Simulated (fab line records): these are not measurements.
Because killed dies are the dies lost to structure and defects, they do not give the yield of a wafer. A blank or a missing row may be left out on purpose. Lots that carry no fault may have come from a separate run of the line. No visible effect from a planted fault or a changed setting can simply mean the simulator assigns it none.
Comparing a struck lot with a sound one + flow rit cmos + 17 out of 202 route steps
Sound: these wafers, L359.2, L359.3, L359.6. Struck: wafer L372.6 (left out: L372.4, L372.5 of the same lot, which were not struck); the cause appears at the end.
At each step with rows: each side's tool, then ch and its chambers, then its first start. Under that, the readings that differ: sound wafers + struck wafers + difference of the means + sigmas: that difference in standard deviations of wafers without a fault.
alike: a reading whose means differ by less than 2 such deviations, as well as words and numbers matching on both sides. not compared: withheld readings; readings where some wafer has no value; bounds like >300 that might hide an equal value; numbers whose values overlap and for which the record gives no deviation.
A row with sigmas, a row that says differs or no value, or rows on one side alone: a step with any of these is where the two part. Numbers that don't overlap but have no deviation are shown without sigmas and don't part them. A reading missing from all wafers of one side parts the sides only when that side holds two or more wafers.

first, 1 step without rows for these wafers: RIT_PSD_IMPLANT_08.
RIT_PSD_STRIP_09: strips in O2, time 180 s.
  sound on plasma asher-01 ch 0,1, day 3 16:24; struck on plasma asher-02 ch 0, day 6 09:49
  alike: drypump motor current A, o2 flow sccm
  not compared: rf hours counter h
RIT_PSD_TW_MEAS_10:
  sound: film metro-04 at day 3 16:35; struck: film metro-04 at day 6 09:57
  alike: PSD_TW
then, 3 steps without rows for these wafers: RIT_SDANNEAL_CLEAN_00 (cleans in SC1, time 600 s); RIT_SDANNEAL_CLEAN_01 (cleans in dHF, time 30 s); RIT_SDANNEAL_CLEAN_02 (cleans in SC2, time 600 s).
RIT_SDANNEAL_RTA_03: time 5 s.
  sound on rtp anneal-01 ch 0, day 3 17:01; struck on rtp anneal-01 ch 0, day 6 10:23
  alike: anneal temp c max, wafer_temp_C_max
RIT_SDANNEAL_RS_MEAS_04: uses a four-point probe to measure.
  sound: film metro-04 at day 3 17:05; struck: film metro-04 at day 6 10:28
  alike: PSD_RS
RIT_SDANNEAL_RS_MEAS_05: uses a four-point probe to measure.
  sound: film metro-04 at day 3 17:12; struck: film metro-04 at day 6 10:35
  alike: NSD_RS
RIT_SDANNEAL_RS_MEAS_06: uses a four-point probe to measure.
  sound: film metro-04 at day 3 17:19; struck: film metro-04 at day 6 10:43
  alike: PLDD_RS
RIT_SDANNEAL_RS_MEAS_07: uses a four-point probe to measure.
  sound: film metro-04 at day 3 17:26; struck: film metro-04 at day 6 10:50
  alike: NLDD_RS
then, 1 step without rows for these wafers: RIT_SILICIDE_WET_ETCH_00 (etches SiO2 in BOE, target depth 14 nm, time 15 s).
RIT_SILICIDE_SPUTTER_01: material Ti, target thk 30 nm, time 240 s.
  sound: pvd sputter-02 at day 3 17:34; struck: pvd sputter-04 at day 6 10:55
| reading                                     | sound       | struck | difference | sigmas |
|---------------------------------------------|-------------|--------|------------|--------|
| model.Ti_of_SILICIDE_SPUTTER_01.thk nm (nm) | 30 30 29.89 | 26.82  | -3.14      |        |
  alike: cathode dc power W, throttle valve pct
RIT_SILICIDE_RS_MEAS_02: uses a four-point probe to measure.
  sound: film metro-01 at day 3 17:44; struck: film metro-01 at day 6 11:07
| reading                 | sound          | struck | difference | sigmas |
|-------------------------|----------------|--------|------------|--------|
| SILICIDE_TI_RS (ohm/sq) | 47.9 47.8 48.1 | 55.1   | +7.2       | +10    |
RIT_SILICIDE_THK_MEAS_03: measures by xrf.
  sound: film metro-01 at day 3 17:50; struck: film metro-01 at day 6 11:13
| reading              | sound          | struck | difference | sigmas |
|----------------------|----------------|--------|------------|--------|
| SILICIDE_TI_THK (nm) | 29.1 29.1 29.0 | 26.1   | -3.0       | -8     |
RIT_SILICIDE_RTA_04: time 10 s, ramp up 5 s, ramp down 5 s.
  sound on rtp anneal-02 ch 0, day 3 17:54; struck on rtp anneal-02 ch 0, day 6 11:17
  alike: anneal temp c max, wafer_temp_C_max
RIT_M1_PROBE_99:
  sound: prober-01 at day 4 01:37; struck: prober-01 at day 6 18:23
| reading                              | sound             | struck | difference | sigmas |
|--------------------------------------|-------------------|--------|------------|--------|
| model.etest.npoly line.line ohm um   | 162.9 165.8 162.2 | 180.5  | +16.9      |        |
| model.etest.ppoly line.line ohm um   | 158.4 158.5 157.1 | 169    | +11        |        |
| model.etest.contact nplus.end ohm um | 41.67 40.37 40.82 | 38.72  | -2.23      |        |
| model.etest.contact pplus.end ohm um | 43.95 44.45 44.1  | 41.31  | -2.86      |        |
| model.etest.npoly line.rs ohm sq     | 16.96 16.93 16.99 | 18.45  | +1.49      |        |
| model.etest.ppoly line.rs ohm sq     | 16.44 16.59 16.59 | 17.74  | +1.20      |        |
| model.etest.npoly sal.rs ohm sq      | 4.342 4.367 4.376 | 4.799  | +0.437     |        |
| model.etest.ppoly sal.rs ohm sq      | 4.344 4.343 4.372 | 4.777  | +0.424     |        |
  alike: killed_at_M0_to_M3, killed at front end, killed dies, killed open, killed short

== WHERE THEY PART ==
Last at RIT_SILICIDE_THK_MEAS_03 as far as this record goes, first at RIT_SILICIDE_RS_MEAS_02. Later steps at which nothing parts them and some readings are alike: RIT_SILICIDE_RTA_04, RIT_M1_PROBE_99.

WHY: whatever the simulator had introduced
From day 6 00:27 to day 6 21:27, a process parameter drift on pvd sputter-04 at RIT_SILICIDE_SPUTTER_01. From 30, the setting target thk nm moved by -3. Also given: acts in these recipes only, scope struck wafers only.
